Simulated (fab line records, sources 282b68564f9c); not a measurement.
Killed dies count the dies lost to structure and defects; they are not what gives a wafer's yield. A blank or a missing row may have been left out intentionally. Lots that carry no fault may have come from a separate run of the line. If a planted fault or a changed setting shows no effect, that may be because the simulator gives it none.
fab line records	flow rit_cmos
record: lots: 7	wafers: 21	last_day: 7
route steps=202 shown NWELL@31 PWELL@39
lots with no fault: from the same line, run without faults
start_h: start of the lot's first displayed wafer, in hours after the record's first day	wait_h: time in hours since the lot's previous step	" repeats the value in the row above	L1.1+2: one row covering several wafers at once	- no value, or no start given	* or withheld: withheld	< > ~ a bound
route shown NAME@n: names a module that has steps shown in the file, with the first one's number in the route	usual: average and standard deviation across the fault-free wafers	same: alike in all rows	chamber/n: place in a boat	sites: per-site readings	_std_site: the standard deviation of these	_edge_site: mean of outer sites minus mean of inner sites	radius_mm: how far each site lies from the wafer's centre	mask NAME#n: copy n	behind: the most recent tool/chamber to have shaped the wafer	hold: why the lot went on hold/how many hours it stayed there/how the hold came to an end	device: the transistor (n, p or np) that didn't switch	end of line: the tests these same wafers got at the end of their route	where a step has no rows: the recipe by itself	killed: the dies lost at the first sort to structure and to defects; this is not the yield of the wafer	map: dies across one wafer; x = killed, . = not, _ = none there
set.NAME: the setting the step ran with; set.NAME@STEP: the setting that earlier step ran with	model.NAME: the simulator's own value behind a step, which no gauge read
lots at selected steps of the route; one table per step, one row per wafer
services: the hour from which a tool's chamber was out of use, counted from the record's first day as start_h (under 0 if before that day), plus the number of hours and why
== steps ==
step: RIT_NWELL_EXPOSE_03
recipe: mask_id: M2	na: 0.57	target_cd_nm: 43900	dose_mj: 250
step: RIT_NWELL_PEB_04
recipe: resist: NOVOLAK	temp_c: withheld	time_s: withheld
step: RIT_NWELL_DEVELOP_05
recipe: resist: NOVOLAK	develop_time_s: 68	dev_temp_c: 23
step: RIT_NWELL_OVL_MEAS_06
usual: NWELL_OVL: -1.3/1.4
lot.wafer	tool	chamber	start_h	wait_h	NWELL_OVL[nm]
L921.1	overlay-02	-	26.73	-	-2.1
L921.2	"	-	"	"	-1.0
L921.6	"	-	"	"	-2.1
L928.1	overlay-01	-	60.85	-	-1.8
L928.4	"	-	"	"	-0.5
L928.6	"	-	"	"	-0.6
L929.2	overlay-02	-	65.99	-	-1.5
L929.4	"	-	"	"	-1.5
L929.6	"	-	"	"	-0.3
L930.2	overlay-01	-	74.90	-	0.6
L930.3	"	-	"	"	0.0
L930.5	"	-	"	"	0.2
L938.1	overlay-02	-	115.40	-	-2.5
L938.2	"	-	"	"	-1.9
L938.6	"	-	"	"	-1.9
L940.1	overlay-02	-	120.75	-	-2.7
L940.3	"	-	"	"	-0.6
L940.6	"	-	"	"	-1.5
L941.2	overlay-01	-	131.14	-	0.6
L941.3	"	-	"	"	-0.4
L941.6	"	-	"	"	-1.4
step: RIT_NWELL_HARDBAKE_07
recipe: resist: NOVOLAK	temp_c: 140	time_s: 120
step: RIT_NWELL_IMPLANT_08
recipe: species: P	energy_kev: 170	dose_cm2: 5e+13	tilt_deg: 7
step: RIT_NWELL_STRIP_09
recipe: chemistry: O2	time_s: 180	resist: NOVOLAK	platen_temp_c: withheld	power_w: 500	pressure_mtorr: 4000	o2_flow_sccm: 4000
usual: chamber_pressure_mTorr: 4000/3.3	drypump_motor_current_A: 5.5/0.55
lot.wafer	tool	chamber	start_h	wait_h	chamber_pressure_mTorr	drypump_motor_current_A	rf_hours_counter_h
L921.1	plasma_asher-03	1	27.17	0.1	3994	5.7	37
L921.2	"	0	"	"	4003	5.6	37
L921.6	"	1	"	"	4001	5.7	-
L928.1	plasma_asher-02	1	61.28	0.1	3999	4.7	43
L928.4	"	0	"	"	4000	5.1	-
L928.6	"	0	"	"	3996	5.1	-
L929.2	plasma_asher-02	1	66.42	0.1	4003	4.7	43
L929.4	"	0	"	"	4000	5.1	-
L929.6	"	0	"	"	3999	5.1	-
L930.2	plasma_asher-01	1	75.33	0.1	3999	6.4	43
L930.3	"	1	"	"	3997	6.4	-
L930.5	"	0	"	"	4000	4.9	-
L938.1	plasma_asher-01	1	115.84	0.1	3997	6.4	47
L938.2	"	0	"	"	4004	4.9	47
L938.6	"	1	"	"	4002	6.4	-
L940.1	plasma_asher-03	0	121.18	0.1	4003	5.6	47
L940.3	"	0	"	"	4002	5.6	-
L940.6	"	1	"	"	4001	5.7	-
L941.2	plasma_asher-01	1	131.65	0.1	3993	6.4	49
L941.3	"	0	"	"	4001	4.9	-
L941.6	"	1	"	"	3998	6.4	-
step: RIT_NWELL_TW_MEAS_10
usual: NWELL_TW: 2144/18
lot.wafer	tool	chamber	start_h	wait_h	NWELL_TW
L921.1	film_metro-03	-	27.34	0.1	2147
L921.2	"	-	"	"	2144
L921.6	"	-	"	"	2144
L928.1	film_metro-01	-	61.46	0.1	2125
L928.4	"	-	"	"	2124
L928.6	"	-	"	"	2141
L929.2	film_metro-04	-	66.60	0.1	2166
L929.4	"	-	"	"	2159
L929.6	"	-	"	"	2167
L930.2	film_metro-01	-	75.52	0.1	2119
L930.3	"	-	"	"	2126
L930.5	"	-	"	"	2127
L938.1	film_metro-03	-	116.01	0.1	2146
L938.2	"	-	"	"	2148
L938.6	"	-	"	"	2166
L940.1	film_metro-01	-	121.36	0.1	2140
L940.3	"	-	"	"	2115
L940.6	"	-	"	"	2138
L941.2	film_metro-03	-	131.83	0.1	2152
L941.3	"	-	"	"	2149
L941.6	"	-	"	"	2143
step: RIT_PWELL_HMDS_00
recipe: prime_time_s: 60	prime_temp_c: 140
step: RIT_PWELL_COAT_01
recipe: resist: NOVOLAK	spin_rpm: 2000	resist_thk_nm: 1300
step: RIT_PWELL_SOFTBAKE_02
recipe: resist: NOVOLAK	temp_c: 90	time_s: 61.06
usual: plate_sensor_t_centre_C: 90.97/0.0088	plate_sensor_t_edge_C: 91.020/0.0092
lot.wafer	tool	chamber	start_h	wait_h	plate_sensor_t_centre_C	plate_sensor_t_edge_C
L921.1	litho_track-03	0	27.70	0.1	90.961	91.030
L921.2	"	0	"	"	90.99	91.012
L921.6	"	0	"	"	90.969	90.996
L928.1	litho_track-01	0	61.82	0.1	90.985	91.013
L928.4	"	0	"	"	90.971	91.007
L928.6	"	0	"	"	90.962	91.018
L929.2	litho_track-03	0	66.98	0.1	90.965	91.025
L929.4	"	0	"	"	90.964	91.015
L929.6	"	0	"	"	90.966	91.011
L930.2	litho_track-02	0	76.04	0.1	90.966	91.022
L930.3	"	0	"	"	90.971	91.020
L930.5	"	0	"	"	90.981	91.019
L938.1	litho_track-01	0	116.37	0.1	90.967	91.024
L938.2	"	0	"	"	90.968	91.024
L938.6	"	0	"	"	90.965	91.021
L940.1	litho_track-02	0	121.72	0.1	90.981	91.008
L940.3	"	0	"	"	90.953	91.041
L940.6	"	0	"	"	90.953	91.000
L941.2	litho_track-03	0	132.21	0.1	90.975	91.031
L941.3	"	0	"	"	90.974	91.014
L941.6	"	0	"	"	90.988	91.021
step: RIT_PWELL_EXPOSE_03
recipe: mask_id: M3	na: 0.57	target_cd_nm: 43700	dose_mj: 250
step: RIT_PWELL_PEB_04
recipe: resist: NOVOLAK	temp_c: withheld	time_s: withheld
usual: chill_plate_temp_C: *	exhaust_pa: 45.1/0.74
lot.wafer	tool	chamber	start_h	wait_h	chill_plate_temp_C	exhaust_pa
L921.1	litho_track-01	0	27.97	0.1	*	44.9
L921.2	"	0	"	"	*	45.3
L921.6	"	0	"	"	*	44.9
L928.1	litho_track-01	-	62.10	0.1	-	-
L928.4	"	-	"	"	-	-
L928.6	"	-	"	"	-	-
L929.2	litho_track-01	-	67.24	0.1	-	-
L929.4	"	-	"	"	-	-
L929.6	"	-	"	"	-	-
L930.2	litho_track-02	-	76.50	0.2	-	-
L930.3	"	-	"	"	-	-
L930.5	"	-	"	"	-	-
L938.1	litho_track-03	0	116.76	0.1	*	45.0
L938.2	"	0	"	"	*	45.4
L938.6	"	0	"	"	*	45.4
L940.1	litho_track-03	0	122.11	0.1	*	44.2
L940.3	"	0	"	"	*	45.0
L940.6	"	0	"	"	*	44.9
L941.2	litho_track-02	0	132.48	0.1	*	44.9
L941.3	"	0	"	"	*	45.8
L941.6	"	0	"	"	*	45.5
step: RIT_PWELL_DEVELOP_05
recipe: resist: NOVOLAK	develop_time_s: 68	dev_temp_c: 22.57
== services ==
tool	chamber	start_h	hours	kind
plasma_asher-02	-	108.80	9.0	pm
plasma_asher-02	0	108.80	9.0	vent_cycle
plasma_asher-02	1	108.80	9.0	vent_cycle
plasma_asher-02	0	117.80	-	clean
plasma_asher-02	1	117.80	-	clean
== key ==
first_sign: step: RIT_PWELL_PEB_04	reading: tool_record	direction: missing
effect none on later readings
met_at RIT_PWELL_PEB_04
struck_wafers L928.1,L928.4,L928.6,L929.2,L929.4,L929.6,L930.2,L930.3,L930.5
sort_left_out L928.1,L928.4,L928.6,L929.2,L929.4,L929.6,L930.2,L930.3,L930.5
tester_left_out L928,L929,L930
onset_between 27.97 62.10
fault: kind: skipped_step_whole	tool: litho_track-01,litho_track-02	chamber: -	onset_h: 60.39	steps: RIT_PWELL_PEB_04	scope: struck_lots_only
tester_left_out: of these lots the tester's yield and bins aren't shown, on N5 and GAA mostly nor the transistor test; their killed dies are dies lost to structure and defects alone, not to doping, threshold or leakage, so they don't give the yield
sort_left_out: the simulated sort isn't trusted on such a fault, so these wafers' sort isn't shown, and their yield isn't known
